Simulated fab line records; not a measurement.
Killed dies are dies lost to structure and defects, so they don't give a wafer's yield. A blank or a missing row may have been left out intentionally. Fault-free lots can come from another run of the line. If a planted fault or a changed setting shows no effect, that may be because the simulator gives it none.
fab line records ; flow ritCmos
[record] lots = 14; wafers = 42; lastDay = 7
route steps=202 shown FOX1@20
lots that met no fault: taken from a fault-free run of the same line
startH: the number of hours between the record's first day and the start of the first shown wafer of the lot ; waitH: hours since the lot's step before ; " repeats the value in the row above ; L1.1+2: several wafers, shown together as one row ; - no value, or no start given ; * or withheld: withheld ; < > ~ a bound
route shown NAME@n: a module of which the file shows steps, and the number in the route of the first ; usual: mean/standard deviation taken from wafers without a fault ; same: alike in all rows ; chamber/n: place in a boat ; sites: readings site by site ; _std_site: their standard deviation ; _edge_site: mean of outer sites minus mean of inner sites ; radiusMm: how far each site lies from the wafer's centre ; mask NAME#n: copy n ; behind: the tool/chamber that last shaped the wafer ; hold: why the lot was held/for how many hours/how that ended ; device: names the non-switching transistor (n, p or np) ; end of line: tests of these same wafers at the route's end ; a step without rows: its recipe alone ; killed: not the wafer's yield, but the dies lost to structure and defects at the first sort ; map: dies across one wafer; x = killed, . = not, _ = none there
set.NAME: the setting the step ran with; set.NAME@STEP: the setting that earlier step ran with ; model.NAME: the simulator's own value behind a step, which no gauge read
one table for each step of the route and one row for each wafer, over a sample of lots
services: a tool's chamber out of use, with start hour (startH, from the record's first day; less than 0 if before it), hours out, and reason
[[steps]]
[step RIT_FOX1_OXIDATION_00]
[recipe] tempC = 1100; ambient = H2O; targetThkA = 3507; pH2oTorr = 720; oxTimeS = 1130
[usual] spikeTcCentreC = 1101.8/1.3; spikeTcLoadC = 1128/5.3; spikeTcSourceC = 1126.4/1.8; tubeCenterTempC = 1100/0.099; tube_center_temp_C_max = 1102.9/0.44; zonePowerCentrePct = 51/5.1
lot.wafer;tool;chamber;startH;waitH;spikeTcCentreC;spikeTcLoadC;spikeTcSourceC;tubeCenterTempC;tube_center_temp_C_max;zonePowerCentrePct
L254.3;furnace-04;0;16.68;0.4;1102.5;1134;1124.2;1100.1;1103.7;48
L254.4;furnace-04;0;16.68;0.4;1100.7;1133;1126.0;1099.9;1102.3;48
L254.5;furnace-04;0;16.68;0.4;1101.3;1134;1128.3;1100;1103.1;48
L255.2;furnace-04;0;22.05;0.2;1100.4;1132;1126.8;1100;1102.9;48
L255.4;furnace-04;0;22.05;0.2;1100.9;1133;1127.7;1100.2;1103.3;48
L255.6;furnace-04;0;22.05;0.2;1100.2;1133;1125.1;1100.1;1103.8;48
L256.1;furnace-04;0;25.92;0.1;1099.8;1134;1126.0;1100;1103.4;48
L256.2;furnace-04;0;25.92;0.1;1100.4;1134;1124.3;1100;1103.0;48
L256.4;furnace-04;0;25.92;0.1;1100.0;1134;1126.8;1100;1102.6;48
L257.3;furnace-04;0;30.92;0.3;1101.4;1134;1128.3;1099.9;1103.2;48
L257.4;furnace-04;0;30.92;0.3;1099.8;1136;1125.6;1100.1;1103.5;47
L257.5;furnace-04;0;30.92;0.3;1101.3;1133;1127.0;1100;1102.5;48
L258.1;furnace-04;0;38.83;3.2;1099.7;1135;1126.8;1100;1102.2;48
L258.3;furnace-04;0;38.83;3.2;1102.4;1134;1124.8;1100.1;1102.7;48
L258.6;furnace-04;0;38.83;3.2;1100.7;1134;1126.5;1100;1102.2;48
L259.4;furnace-04;0;42.11;0.0;1101.4;1134;1125.3;1100.1;1102.6;48
L259.5;furnace-04;0;42.11;0.0;1099.6;1134;1127.3;1100;1102.6;48
L259.6;furnace-04;0;42.11;0.0;1099.1;1133;1128.0;1100;1103.1;48
L260.1;furnace-04;0;45.97;0.3;1102.1;1133;1127.3;1100;1103.2;48
L260.4;furnace-04;0;45.97;0.3;1101.5;1132;1127.3;1100.1;1102.8;49
L260.5;furnace-04;0;45.97;0.3;1100.6;1135;1126.8;1100;1102.9;48
L262.1;furnace-03;0;57.19;1.2;1103.0;1123;1128.4;1099.9;1102.6;57
L262.4;furnace-03;0;57.19;1.2;1103.1;1125;1127.6;1100.1;1103.1;57
L262.5;furnace-03;0;57.19;1.2;1101.0;1124;1127.8;1100;1103.3;57
L263.2;furnace-03;0;61.02;0.0;1101.2;1124;1128.5;1099.9;1103.1;56
L263.5;furnace-03;0;61.02;0.0;1103.2;1124;1127.8;1100;1102.8;57
L263.6;furnace-03;0;61.02;0.0;1102.1;1125;1127.8;1100.1;1102.6;57
L267.1;furnace-03;0;80.65;0.0;1077.1;1100;1102.5;1075;1077.7;56
L267.3;furnace-03;0;80.65;0.0;1079.0;1099;1101.4;1074.8;1077.8;56
L267.6;furnace-03;0;80.65;0.0;1077.5;1100;1101.6;1075.1;1077.7;56
L268.2;furnace-04;0;86.62;0.0;1102.6;1134;1125.0;1100.2;1103.4;48
L268.4;furnace-04;0;86.62;0.0;1100.2;1136;1125.7;1100;1102.2;48
L268.5;furnace-04;0;86.62;0.0;1100.2;1135;1125.5;1099.9;1102.7;48
L270.2;furnace-03;0;95.63;0.0;1078.3;1098;1102.8;1075.1;1078.2;55
L270.5;furnace-03;0;95.63;0.0;1078.8;1097;1102.5;1074.9;1077.3;55
L270.6;furnace-03;0;95.63;0.0;1076.4;1100;1102.9;1074.9;1078.6;55
L274.1;furnace-04;0;116.17;0.5;1101.3;1134;1125.6;1100;1102.8;47
L274.2;furnace-04;0;116.17;0.5;1100.7;1132;1127.7;1100.3;1103.6;48
L274.5;furnace-04;0;116.17;0.5;1101.4;1133;1127.6;1100;1102.5;49
L277.1;furnace-04;0;130.70;0.0;1100.6;1133;1126.8;1100.2;1102.9;48
L277.2;furnace-04;0;130.70;0.0;1100.5;1133;1126.1;1099.9;1102.9;48
L277.5;furnace-04;0;130.70;0.0;1100.8;1132;1127.3;1100.1;1102.4;48
[step RIT_FOX1_THK_MEAS_01]
[recipe] reads = SiO2_of_FOX1_OXIDATION_00
[usual] FOX1_OXIDE_THK = 354/7.8
lot.wafer;tool;chamber;startH;waitH;FOX1_OXIDE_THK[nm]
L254.3;filmMetro-02;-;18.02;0.0;356
L254.4;filmMetro-02;-;18.02;0.0;365
L254.5;filmMetro-02;-;18.02;0.0;363
L255.2;filmMetro-01;-;23.38;0.0;366
L255.4;filmMetro-01;-;23.38;0.0;364
L255.6;filmMetro-01;-;23.38;0.0;364
L256.1;filmMetro-02;-;27.23;0.0;351
L256.2;filmMetro-02;-;27.23;0.0;354
L256.4;filmMetro-02;-;27.23;0.0;348
L257.3;filmMetro-01;-;32.25;0.0;364
L257.4;filmMetro-01;-;32.25;0.0;358
L257.5;filmMetro-01;-;32.25;0.0;356
L258.1;filmMetro-01;-;40.15;0.0;361
L258.3;filmMetro-01;-;40.15;0.0;356
L258.6;filmMetro-01;-;40.15;0.0;352
L259.4;filmMetro-02;-;43.45;0.0;350
L259.5;filmMetro-02;-;43.45;0.0;352
L259.6;filmMetro-02;-;43.45;0.0;354
L260.1;filmMetro-02;-;47.29;0.0;362
L260.4;filmMetro-02;-;47.29;0.0;356
L260.5;filmMetro-02;-;47.29;0.0;365
L262.1;filmMetro-01;-;58.50;0.0;346
L262.4;filmMetro-01;-;58.50;0.0;343
L262.5;filmMetro-01;-;58.50;0.0;348
L263.2;filmMetro-01;-;62.34;0.0;347
L263.5;filmMetro-01;-;62.34;0.0;339
L263.6;filmMetro-01;-;62.34;0.0;343
L267.1;filmMetro-01;-;81.96;0.0;304
L267.3;filmMetro-01;-;81.96;0.0;305
L267.6;filmMetro-01;-;81.96;0.0;300
L268.2;filmMetro-01;-;87.94;0.0;352
L268.4;filmMetro-01;-;87.94;0.0;347
L268.5;filmMetro-01;-;87.94;0.0;352
L270.2;filmMetro-01;-;96.95;0.0;318
L270.5;filmMetro-01;-;96.95;0.0;325
L270.6;filmMetro-01;-;96.95;0.0;316
L274.1;filmMetro-01;-;117.48;0.0;355
L274.2;filmMetro-01;-;117.48;0.0;356
L274.5;filmMetro-01;-;117.48;0.0;346
L277.1;filmMetro-02;-;132.01;0.0;363
L277.2;filmMetro-02;-;132.01;0.0;365
L277.5;filmMetro-02;-;132.01;0.0;366
[[services]]
tool;chamber;startH;hours;kind
furnace-04;-;0.48;4.3;pm
[[key]]
[firstSign] step = RIT_FOX1_OXIDATION_00; reading = tubeCenterTempC; direction = down; sigmas = 99+; usual = *; struck = *
[effect] step = RIT_FOX1_OXIDATION_00; reading = tube_center_temp_C_max; direction = down; sigmas = 56; usual = *; struck = *
[effect] step = RIT_FOX1_THK_MEAS_01; reading = FOX1_OXIDE_THK; direction = down; sigmas = 5.5; usual = 354; struck = 311
metAt RIT_FOX1_OXIDATION_00
struckLots L267,L270
testerLeftOut L267,L270
onsetBetween 61.02 80.65
[fault] kind = processParameterDrift; tool = furnace-03; chamber = -; onsetH = 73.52; steps = RIT_FOX1_OXIDATION_00; channel = tempC; offset = *; shape = step; endH = 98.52; actsIn = *; stated = *
// testerLeftOut: of these lots the tester's yield and bins aren't shown, on N5 and GAA mostly nor the transistor test; their killed dies are dies lost to structure and defects alone, not to doping, threshold or leakage, so they don't give the yield
